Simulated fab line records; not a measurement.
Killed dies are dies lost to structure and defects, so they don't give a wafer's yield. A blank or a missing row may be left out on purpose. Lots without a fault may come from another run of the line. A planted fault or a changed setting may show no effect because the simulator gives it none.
A struck lot beside a sound one | flow berkeley_cmos170 | 19 out of 331 route steps
Sound: these wafers, L321.1, L321.2, L321.4. Struck: wafers L330.1, L330.5, L330.6. The cause is named last.
For every step that has rows: the tool of each side, followed by ch and its chambers, followed by its first start. Under that, the readings that differ: sound wafers | struck wafers | difference of the means | sigmas: that difference in standard deviations of wafers without a fault.
alike: readings whose means differ by less than 2 such deviations, and words and numbers that are the same on both sides. not compared: withheld readings, readings that some wafer has no value for, bounds like >300 that may hide the same value, and numbers for which the record gives no deviation and whose values overlap.
Wherever a step has rows on one side only, a row that says differs or no value, or a row with sigmas, the two part there. When numbers do not overlap yet have no deviation, they are printed without sigmas and do not part them. Lack of a reading on every wafer of one side parts them only where that side has two or more wafers.

UCB170_M1_STRIP_13: strips in O2.
  sound on plasma_asher-04 ch 0,1, day 10 09:05; struck on plasma_asher-03 ch 0,1, day 11 18:26
  alike: drypump_motor_current_A, oes_product_au
  not compared: rf_hours_counter_h
UCB170_M1_CD_MEAS_90: target cd 700 nm.
  struck on cd_sem-02, day 11 18:32; sound on cd_sem-01, day 10 09:11
  reading    | sound       | struck      | difference | sigmas
  cd_nm (nm) | 702 703 703 | 689 697 690 | -11        | -2
then, 1 step without rows for these wafers: UCB170_M1_ANNEAL_14 (time 1200 s).
UCB170_V1_CVD_00: deposits SiO2 from TEOS/O2, target thk 2000 nm, time 250 s.
  sound on pecvd-01 ch 0,2, day 10 11:40; struck on pecvd-04 ch 1,2, day 11 20:37
  alike: heater_power_w
  not compared: since_wet_clean_h
UCB170_V1_THK_MEAS_01:
  struck on film_metro-04, day 11 20:46; sound on film_metro-01, day 10 11:50
  alike: V1_TEOS_THK
UCB170_V1_CMP_02: polishes SiO2.
  sound on cmp-01 ch 0,2,3, day 10 11:53; struck on cmp-02 ch 0,1,2, day 11 20:56
  alike: motor_current_A
UCB170_V1_BOW_MEAS_03:
  struck on film_metro-01, day 11 21:08; sound on film_metro-01, day 10 12:11
  alike: V1_BOW
UCB170_V1_THK_MEAS_04:
  struck on film_metro-01, day 11 21:15; sound on film_metro-01, day 10 12:19
  alike: V1_POLISHED_THK
then, 4 steps without rows for these wafers: UCB170_V1_CLEAN_05 (cleans in DIW); UCB170_V1_HMDS_06 (prime time 60 s); UCB170_V1_COAT_07 (resist thk 900 nm); UCB170_V1_SOFTBAKE_08 (time 60 s).
UCB170_V1_EXPOSE_09: exposes mask VIA1, target cd 700 nm.
  sound on krf_scanner-02 ch 0, day 10 13:08; struck on krf_scanner-02 ch 0, day 11 22:40
  reading                    | sound                | struck            | difference | sigmas
  model.V1.overlay_x_nm (nm) | -9.893 -9.893 -9.893 | 52.51 52.51 52.51 | +62.40     |
  alike: mask, reticle_temp_C
then, 2 steps without rows for these wafers: UCB170_V1_PEB_10; UCB170_V1_DEVELOP_11 (develop time 45 s).
UCB170_V1_CD_MEAS_12: target cd 700 nm.
  struck on cd_sem-02, day 11 23:17; sound on cd_sem-01, day 10 13:40
  alike: cd_nm
UCB170_V1_OVL_MEAS_13:
  struck on overlay-02, day 11 23:37; sound on overlay-02, day 10 13:47
  reading     | sound     | struck   | difference | sigmas
  V1_OVL (nm) | -8 -5 -11 | 62 63 59 | +69        | +15
  not compared: hold
UCB170_V1_ETCH_14: etches SiO2 in CHF3/CF4/Ar, stops on Al, target depth 1250 nm, time 291 s.
  sound on rie_diel-04 ch 0,2,3, day 10 13:49; struck on rie_diel-03 ch 1,2, day 12 03:40
  reading | sound | struck                                                                     | difference                   | sigmas
  hold    | - - - | await_dispo/4.0h/release await_dispo/4.0h/release await_dispo/4.0h/release | no value on the sound wafers |
  alike: drypump_motor_current_A, oes_product_au, throttle_valve_pct
  not compared: rf_hours_counter_h
UCB170_M3_PROBE_99:
  the record holds rows for the sound wafers here (prober-01, day 10 23:58) but none for the struck ones

## WHERE THEY PART
Last at UCB170_M3_PROBE_99 as far as this record goes, first at UCB170_M1_CD_MEAS_90.

WHY: what the simulator had put in
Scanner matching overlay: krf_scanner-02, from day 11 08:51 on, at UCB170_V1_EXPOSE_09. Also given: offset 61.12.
